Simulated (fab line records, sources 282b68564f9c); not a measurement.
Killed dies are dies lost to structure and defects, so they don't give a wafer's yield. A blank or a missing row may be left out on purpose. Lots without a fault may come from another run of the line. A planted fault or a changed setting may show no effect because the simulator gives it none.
A struck lot beside a sound one | flow rit_cmos | 43 steps out of a route of 202
Sound: wafers L230.1, L230.3, L230.4. Struck: wafer L237.1. (L237.2, L237.6 of the same lot were not struck and are left out.) The cause comes at the end.
At each step with rows: each side's tool, then ch and its chambers, then its first start. Under that, the readings that differ: sound wafers | struck wafers | difference of the means | sigmas: that difference in standard deviations of wafers without a fault.
alike: readings whose means differ by less than 2 such deviations, and words and numbers that are the same on both sides. not compared: withheld readings, readings that some wafer has no value for, bounds like >300 that may hide the same value, and numbers for which the record gives no deviation and whose values overlap.
The two part at a step that has a row with sigmas, a row that says differs or no value, or rows on one side only. Numbers that don't overlap but have no deviation are shown without sigmas and don't part them. A reading that every wafer of one side lacks parts them only if that side has two wafers or more.

RIT_ACTIVE_THK_MEAS_02:
  sound on film_metro-03, day 3 22:37; struck on film_metro-02, day 5 07:26
  alike: ACTIVE_OXIDE_THK
then, 1 step without rows for these wafers: RIT_ACTIVE_CVD_03 (deposits Si3N4 from SiH2Cl2/NH3, target thk 150 nm, time 1500 s).
RIT_ACTIVE_THK_MEAS_04:
  sound on film_metro-04, day 4 00:06; struck on film_metro-04, day 5 08:55
  alike: ACTIVE_NITRIDE_THK
then, 6 steps without rows for these wafers: RIT_ACTIVE_HMDS_05 (prime time 60 s); RIT_ACTIVE_COAT_06 (resist thk 1000 nm); RIT_ACTIVE_SOFTBAKE_07 (time 60 s); RIT_ACTIVE_EXPOSE_08 (exposes mask M1, target cd 1400 nm); RIT_ACTIVE_PEB_09; RIT_ACTIVE_DEVELOP_10 (develop time 50 s).
RIT_ACTIVE_CD_MEAS_11: target cd 1400 nm.
  sound on cd_sem-02, day 4 01:01; struck on cd_sem-01, day 5 09:50
  alike: cd_nm
then, 1 step without rows for these wafers: RIT_ACTIVE_HARDBAKE_12 (time 60 s).
RIT_ACTIVE_ETCH_13: etches Si3N4 in SF6, stops on SiO2, time 210 s, target depth 210 nm.
  sound on rie_diel-03 ch 1,2,3, day 4 01:17; struck on rie_diel-02 ch 2, day 5 10:06
  reading                     | sound       | struck | difference | sigmas
  drypump_motor_current_A (A) | 6.0 5.4 6.7 | 5.2    | -0.8       | -2
  rf_hours_counter_h (h)      | 29 68 28    | 10     | -32        |
  alike: oes_product_au, throttle_valve_pct
RIT_ACTIVE_STRIP_14: strips in O2, time 180 s.
  sound on plasma_asher-01 ch 0,1, day 4 01:25; struck on plasma_asher-03 ch 0, day 5 10:14
  alike: drypump_motor_current_A
  not compared: rf_hours_counter_h
RIT_ACTIVE_CD_MEAS_90: target cd 1400 nm.
  sound on cd_sem-01, day 4 01:35; struck on cd_sem-02, day 5 10:25
  alike: cd_nm
then, 4 steps without rows for these wafers: RIT_ACTIVE_CLEAN_15 (cleans in SC1, time 600 s); RIT_ACTIVE_CLEAN_16 (cleans in dHF, time 30 s); RIT_ACTIVE_CLEAN_17 (cleans in SC2, time 600 s); RIT_FOX1_OXIDATION_00 (target thk 350.7 nm, ox time 1130 s).
RIT_FOX1_THK_MEAS_01:
  sound on film_metro-03, day 4 03:25; struck on film_metro-02, day 5 14:19
  alike: FOX1_OXIDE_THK
then, 2 steps without rows for these wafers: RIT_FOX1_WET_ETCH_02 (etches SiO2 in BOE, target depth 350 nm, time 401.2 s); RIT_FOX2_OXIDATION_00 (target thk 350.7 nm, ox time 1130 s).
RIT_FOX2_THK_MEAS_01:
  sound on film_metro-01, day 4 04:55; struck on film_metro-02, day 5 17:35
  alike: FOX2_OXIDE_THK
then, 2 steps without rows for these wafers: RIT_FOX2_CLEAN_02 (cleans in dHF, time 180 s); RIT_FOX2_WET_ETCH_03 (etches Si3N4 in H3PO4, target depth 195 nm, time 2700 s).
RIT_FOX2_THK_MEAS_90:
  sound on film_metro-02, day 4 05:52; struck on film_metro-01, day 5 18:28
  alike: FIELD_OXIDE_LEFT_1_THK
then, 6 steps without rows for these wafers: RIT_NWELL_HMDS_00 (prime time 60 s); RIT_NWELL_COAT_01 (resist thk 1300 nm); RIT_NWELL_SOFTBAKE_02 (time 60 s); RIT_NWELL_EXPOSE_03 (exposes mask M2, target cd 43900 nm); RIT_NWELL_PEB_04; RIT_NWELL_DEVELOP_05 (develop time 68 s).
RIT_NWELL_OVL_MEAS_06:
  sound on overlay-02, day 4 06:48; struck on overlay-02, day 5 19:24
  alike: NWELL_OVL
then, 2 steps without rows for these wafers: RIT_NWELL_HARDBAKE_07 (time 120 s); RIT_NWELL_IMPLANT_08.
RIT_NWELL_STRIP_09: strips in O2, time 180 s.
  sound on plasma_asher-02 ch 0,1, day 4 07:14; struck on plasma_asher-01 ch 1, day 5 19:50
  reading                     | sound       | struck | difference | sigmas
  drypump_motor_current_A (A) | 5.2 5.2 4.6 | 6.4    | +1.4       | +3
  not compared: rf_hours_counter_h
RIT_NWELL_TW_MEAS_10:
  sound on film_metro-01, day 4 07:25; struck on film_metro-03, day 5 20:01
  alike: NWELL_TW
then, 2 steps without rows for these wafers: RIT_PWELL_HMDS_00 (prime time 60 s); RIT_PWELL_COAT_01 (resist thk 1300 nm).
RIT_PWELL_SOFTBAKE_02: time 61.06 s.
  sound on litho_track-03 ch 0, day 4 07:46; struck on litho_track-01 ch 0, day 5 20:22
  alike: exhaust_pa, plate_sensor_t_centre_C, plate_sensor_t_edge_C
then, 3 steps without rows for these wafers: RIT_PWELL_EXPOSE_03 (exposes mask M3, target cd 43700 nm); RIT_PWELL_PEB_04; RIT_PWELL_DEVELOP_05 (develop time 68 s).
RIT_M1_PROBE_99:
  sound on prober-02, day 5 22:31; struck on prober-02, day 7 11:32
  reading             | sound | struck | difference | sigmas
  killed_at_front_end | 8 5 9 | 19     | +12        | +4
  killed_dies         | 8 6 9 | 19     | +11        | +4
  killed_on_rim       | 1 1 5 | 8      | +6         | +4
  alike: killed_at_contacts, killed_open, killed_short

WHERE THEY PART
First at RIT_ACTIVE_ETCH_13; last, within this record, at RIT_M1_PROBE_99.

WHY: what the simulator had put in
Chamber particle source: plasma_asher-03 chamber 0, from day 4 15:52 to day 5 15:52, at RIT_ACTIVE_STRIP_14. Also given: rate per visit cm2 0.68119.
